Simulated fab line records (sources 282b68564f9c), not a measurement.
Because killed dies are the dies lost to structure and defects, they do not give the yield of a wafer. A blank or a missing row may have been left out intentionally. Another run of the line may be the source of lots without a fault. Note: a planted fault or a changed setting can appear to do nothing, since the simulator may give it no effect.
Split-lot study | flow rit cmos | 23 wafers read across 5 lots, on a route 202 steps long

THE SPLIT
At RIT_ACTIVE_COAT_06 (resist thk 1000 nm), the setting resist thk nm was moved away from the recipe's 1000 nm on 8 of the 23 wafers read, by -6.0% to -1.9%. The other wafers ran this setting at the recipe's value.

FROM THE SPLIT TO THE READING: what the file shows between them, 4 steps
- RIT_ACTIVE_SOFTBAKE_07: time 60 s
- RIT_ACTIVE_EXPOSE_08: exposes mask M1, target cd 1400 nm
- RIT_ACTIVE_DEVELOP_10: develop time 50 s
- RIT_ACTIVE_HARDBAKE_12: time 60 s

THE READING
NOVOLAK_of_ACTIVE_COAT_06.thk nm (the simulator's own value, which no gauge read), in nm, at RIT_ACTIVE_ETCH_13 (etches Si3N4 in SF6, stops on SiO2, time 210 s, target depth 210 nm). No usual value for it is given in the file. Here, 15 wafers ran the recipe; their average is 656.0 nm with a standard deviation of 6.6 nm.

wafer  | tool, chamber at the split | resist thk nm as run, nm | against the recipe | NOVOLAK_of_ACTIVE_COAT_06.thk nm, nm | against lot-mates on the recipe
L075.1 | litho track-01, 0          | 981.4                    | -1.9%              | 639.2                                | -23.7
L075.3 | litho track-01, 0          | 1000                     | recipe             | 668.8                                | -
L075.4 | litho track-01, 0          | 1000                     | recipe             | 658.3                                | -
L075.5 | litho track-01, 0          | 1000                     | recipe             | 661.7                                | -
L075.6 | litho track-01, 0          | 981.4                    | -1.9%              | 659.2                                | -3.7
L076.1 | litho track-03, 0          | 970.2                    | -3.0%              | 631.9                                | -21.0
L076.2 | litho track-03, 0          | 970.2                    | -3.0%              | 627.3                                | -25.6
L076.3 | litho track-03, 0          | 970.2                    | -3.0%              | 617.3                                | -35.6
L076.4 | litho track-03, 0          | 1000                     | recipe             | 659                                  | -
L076.5 | litho track-03, 0          | 1000                     | recipe             | 646.7                                | -
L077.1 | litho track-02, 0          | 1000                     | recipe             | 657.2                                | -
L077.2 | litho track-02, 0          | 1000                     | recipe             | 646.6                                | -
L077.3 | litho track-02, 0          | 1000                     | recipe             | 655                                  | -
L077.5 | litho track-02, 0          | 1000                     | recipe             | 648                                  | -
L077.6 | litho track-02, 0          | 1000                     | recipe             | 656.4                                | -
L082.2 | litho track-03, 0          | 1000                     | recipe             | 667.3                                | -
L082.5 | litho track-03, 0          | 1000                     | recipe             | 656.5                                | -
L082.6 | litho track-03, 0          | 1000                     | recipe             | 648.8                                | -
L085.1 | litho track-02, 0          | 1000                     | recipe             | 652.1                                | -
L085.2 | litho track-02, 0          | 1000                     | recipe             | 656.9                                | -
L085.4 | litho track-02, 0          | 940                      | -6.0%              | 606.4                                | -48.1
L085.5 | litho track-02, 0          | 940                      | -6.0%              | 601.8                                | -52.7
L085.6 | litho track-02, 0          | 940                      | -6.0%              | 605.2                                | -49.3

THE FIT
A straight line over all 23 wafers: NOVOLAK_of_ACTIVE_COAT_06.thk nm changes by +8.72 nm for each +1% of resist thk nm; r = +0.93; the points scatter about the line by 7.6 nm.
The same after taking each lot's own level away (the mean of its wafers on the recipe; 23 wafers): +8.44 nm for each +1%; r = +0.95; scatter 6 nm.
On that fit, the largest move of resist thk nm shifts the reading by 51 nm.
Measured against the standard deviation above, the lots' own levels, which go from 652.64 to 662.93 nm, span 1.6 times it.
The two slopes are in agreement: the lot-to-lot level therefore moves the slope only a little.
Check: for one of the wafers moved furthest among these (-6.0%), held out of the fit, the line's prediction against its lot-mates is -51.6 nm. It came out at -48.1 nm against them.

THE WHOLE CHAIN: every reading that the file lists as answering this split, in the file's order
step                   | what it does                                                        | reading                                                                           | change (the file's fit)              | r (the file's)
RIT_ACTIVE_COAT_06     | resist thk 1000 nm                                                  | NOVOLAK_of_ACTIVE_COAT_06.thk nm (the simulator's own value, which no gauge read) | +10.3 nm for each +1% of the setting | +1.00
RIT_ACTIVE_HARDBAKE_12 | time 60 s                                                           | NOVOLAK_of_ACTIVE_COAT_06.thk nm (the simulator's own value, which no gauge read) | +9.01 nm for each +1% of the setting | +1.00
RIT_ACTIVE_ETCH_13     | etches Si3N4 in SF6, stops on SiO2, time 210 s, target depth 210 nm | NOVOLAK_of_ACTIVE_COAT_06.thk nm (the simulator's own value, which no gauge read) | +8.43 nm for each +1% of the setting | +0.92

THE FILE'S OWN FIT
NOVOLAK_of_ACTIVE_COAT_06.thk nm changes by +8.43 nm for each +1% of resist thk nm, r = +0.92.
